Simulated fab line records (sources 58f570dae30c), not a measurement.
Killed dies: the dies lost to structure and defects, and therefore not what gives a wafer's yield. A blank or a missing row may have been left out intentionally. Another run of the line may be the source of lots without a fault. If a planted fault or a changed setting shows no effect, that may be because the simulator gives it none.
Which of the tools did it?	flow berkeley-cmos170	Sampling: 14 lots, 42 wafers, 6 of 331 route steps

WHAT EACH GAUGE READ, for each wafer
UCB170_PLDD_TW_MEAS_11. Usual: for PLDD_TW the level is 1009 and the standard deviation is 8.6.
lot	measured	on	PLDD_TW	flag
L393	day 6 16:59	film-metro-01	1004 1002 1002	
L391	day 6 17:36	film-metro-03	999 1002 995	
L394	day 6 22:34	film-metro-03	996 1001 999	
L396	day 7 09:11	film-metro-03	999 999 999	
L395	day 7 09:18	film-metro-01	1003 1007 1005	
L398	day 7 10:49	film-metro-02	1023 1019 1017	
L402	day 8 11:17	film-metro-02	1022 1024 1016	
L407	day 9 11:03	film-metro-02	1024 1020 1021	
L406	day 9 16:26	film-metro-01	1004 1002 1006	
L410	day 9 18:50	film-metro-01	1010 1008 1010	
L409	day 9 19:05	film-metro-02	1017 1023 1024	
L411	day 9 19:25	film-metro-01	1012 1009 1008	
L412	day 10 11:58	film-metro-02	1019 1017 1017	
L414	day 10 18:11	film-metro-01	1008 1003 1009	

UCB170_NLDD_OVL_MEAS_07. Usual: for NLDD_OVL the level is 4 nm and the standard deviation is 5.2.
lot	measured	on	NLDD_OVL (nm)	flag
L393	day 6 19:28	overlay-01	21 6 7	
L391	day 6 20:25	overlay-01	5 4 3	
L394	day 6 23:54	overlay-01	-5 0 1	
L396	day 7 10:50	overlay-02	1 10 8	
L395	day 7 11:06	overlay-01	-4 5 3	
L398	day 7 12:13	overlay-02	7 6 0	
L402	day 8 12:57	overlay-01	-3 10 2	
L407	day 9 14:17	overlay-02	12 10 4	
L406	day 9 17:54	overlay-02	10 3 7	
L410	day 9 21:01	overlay-02	14 10 14	
L409	day 9 22:06	overlay-01	2 -2 6	
L411	day 9 21:50	overlay-02	5 2 2	
L412	day 10 13:44	overlay-01	12 14 3	
L414	day 10 19:59	overlay-02	0 7 4	

UCB170_NLDD_TW_MEAS_11. Usual: for NLDD_TW the level is 2220 and the standard deviation is 20.
lot	measured	on	NLDD_TW	flag
L393	day 6 19:55	film-metro-01	2198 2203 2198	
L391	day 6 20:51	film-metro-02	2235 2233 2237	
L394	day 7 00:20	film-metro-03	2209 2201 2200	
L396	day 7 11:36	film-metro-01	2451 2443 2448	OFF
L395	day 7 11:51	film-metro-01	2446 2449 2450	OFF
L398	day 7 12:40	film-metro-02	2246 2244 2244	
L402	day 8 13:23	film-metro-02	2239 2237 2237	
L407	day 9 14:43	film-metro-03	2187 2182 2190	
L406	day 9 18:20	film-metro-01	2222 2205 2221	
L410	day 9 21:28	film-metro-02	2245 2245 2234	
L409	day 9 22:32	film-metro-02	2226 2238 2231	
L411	day 9 22:16	film-metro-02	2245 2238 2248	
L412	day 10 14:10	film-metro-02	2243 2234 2219	
L414	day 10 20:26	film-metro-03	2206 2198 2207	

UCB170_PSD_CD_MEAS_06: target cd 1200 nm. Usual: cd-nm 1199.7 nm, standard deviation 1.3.
lot	measured	on	cd-nm (nm)	flag
L393	day 7 01:16	cd-sem-01	1200.1 1200.4 1200.4	
L391	day 7 01:28	cd-sem-02	1198.8 1199.3 1199.7	
L394	day 7 05:24	cd-sem-02	1199.7 1198.7 1198.8	
L396	day 7 17:14	cd-sem-02	1201.8 1201.2 1202.9	
L395	day 7 17:21	cd-sem-02	1198.9 1197.8 1197.4	
L398	day 7 17:44	cd-sem-02	1199.1 1200.4 1198.7	
L402	day 8 18:22	cd-sem-02	1200.4 1199.1 1200.7	
L407	day 9 21:24	cd-sem-01	1199.8 1200.0 1200.6	
L406	day 10 02:08	cd-sem-02	1199.8 1200.7 1198.8	
L410	day 10 01:53	cd-sem-02	1199.5 1199.1 1199.0	
L409	day 10 04:34	cd-sem-01	1199.3 1197.9 1197.3	
L411	day 10 04:20	cd-sem-02	1199.7 1199.4 1200.4	
L412	day 10 21:29	cd-sem-01	1200.5 1200.6 1200.2	
L414	day 11 01:46	cd-sem-01	1199.7 1198.1 1199.4	

UCB170_SDANNEAL_RS_MEAS_05: a four-point-probe measurement. Usual: for NLDD_RS the level is 616.2 ohm/sq and the standard deviation is 1.8.
lot	measured	on	NLDD_RS (ohm/sq)	flag
L393	day 7 05:53	film-metro-02	620.1 618.0 618.8	
L391	day 7 06:19	film-metro-03	613.7 616.2 615.9	
L394	day 7 09:10	film-metro-02	614.3 613.2 616.1	
L396	day 7 21:53	film-metro-02	466.0 467.4 467.2	OFF
L395	day 7 22:21	film-metro-01	465.9 465.6 464.8	OFF
L398	day 7 22:41	film-metro-02	614.9 616.7 616.9	
L402	day 8 22:53	film-metro-01	615.1 616.8 615.2	
L407	day 10 02:22	film-metro-03	616.0 618.2 617.4	
L406	day 10 05:46	film-metro-03	614.3 615.5 615.7	
L410	day 10 05:32	film-metro-02	617.5 617.8 617.4	
L409	day 10 08:50	film-metro-01	614.2 616.9 614.5	
L411	day 10 08:41	film-metro-03	615.2 616.0 616.2	
L412	day 11 05:02	film-metro-03	618.7 618.3 617.6	
L414	day 11 09:19	film-metro-02	614.6 612.7 612.9	

WHICH TOOL RAN EACH LOT (tool, then ch and the chambers of the sampled wafers, then the start)
lot	UCB170_NLDD_IMPLANT_08
L393	implanter-01 ch 0, day 6 19:31
L391	implanter-03 ch 0, day 6 20:27
L394	implanter-01 ch 0, day 6 23:56
L396	implanter-04 ch 0, day 7 10:52
L395	implanter-01 ch 0, day 7 11:08
L398	implanter-01 ch 0, day 7 12:17
L402	implanter-01 ch 0, day 8 12:59
L407	implanter-01 ch 0, day 9 14:19
L406	implanter-04 ch 0, day 9 17:56
L410	implanter-01 ch 0, day 9 21:04
L409	implanter-01 ch 0, day 9 22:08
L411	implanter-04 ch 0, day 9 21:53
L412	implanter-03 ch 0, day 10 13:46
L414	implanter-01 ch 0, day 10 20:04
- UCB170_NLDD_IMPLANT_08

AS READ BY THE TOOLS THEMSELVES (means over the sampled wafers that have a number; for cases with no such wafer, the mark the record gives instead)
UCB170_NLDD_IMPLANT_08. Usual: rotation-deg 0.001 degrees, standard deviation 0.019.
lot	tool	rotation-deg (degrees)	flag
L393	implanter-01	0.006	
L391	implanter-03	0.010	
L394	implanter-01	0.012	
L396	implanter-04	-0.005	
L395	implanter-01	0.021	
L398	implanter-01	-0.009	
L402	implanter-01	0.010	
L407	implanter-01	0.007	
L406	implanter-04	-0.012	
L410	implanter-01	-0.019	
L409	implanter-01	-0.011	
L411	implanter-04	0.006	
L412	implanter-03	-0.022	
L414	implanter-01	0.003	

THE ANSWER, worked out from the rows above alone
Rule: a lot is off if the mean of its wafers that have a number lies more than 3 standard deviations from the usual mean. A lot without any number at a reading at which 4 lots or more have one is off too. Any other lot the step has rows for is counted as sound. The gauges are gone through in route order, then the tools' own readings, and for those a lot's mean is taken as printed above. At the first step where some lot is off, the reading lying furthest off is the one used; lots without a number count as furthest.
Off: at UCB170_NLDD_TW_MEAS_11 (NLDD_TW), L396, L395.
If a tool, at a process step before that reading, ran all the lots that are off and no sound lot after the first of them, it fits. The gauges at UCB170_NLDD_TW_MEAS_11 are tried like those tools. None of those tried fits.

WHAT THE SIMULATOR HAD INSERTED
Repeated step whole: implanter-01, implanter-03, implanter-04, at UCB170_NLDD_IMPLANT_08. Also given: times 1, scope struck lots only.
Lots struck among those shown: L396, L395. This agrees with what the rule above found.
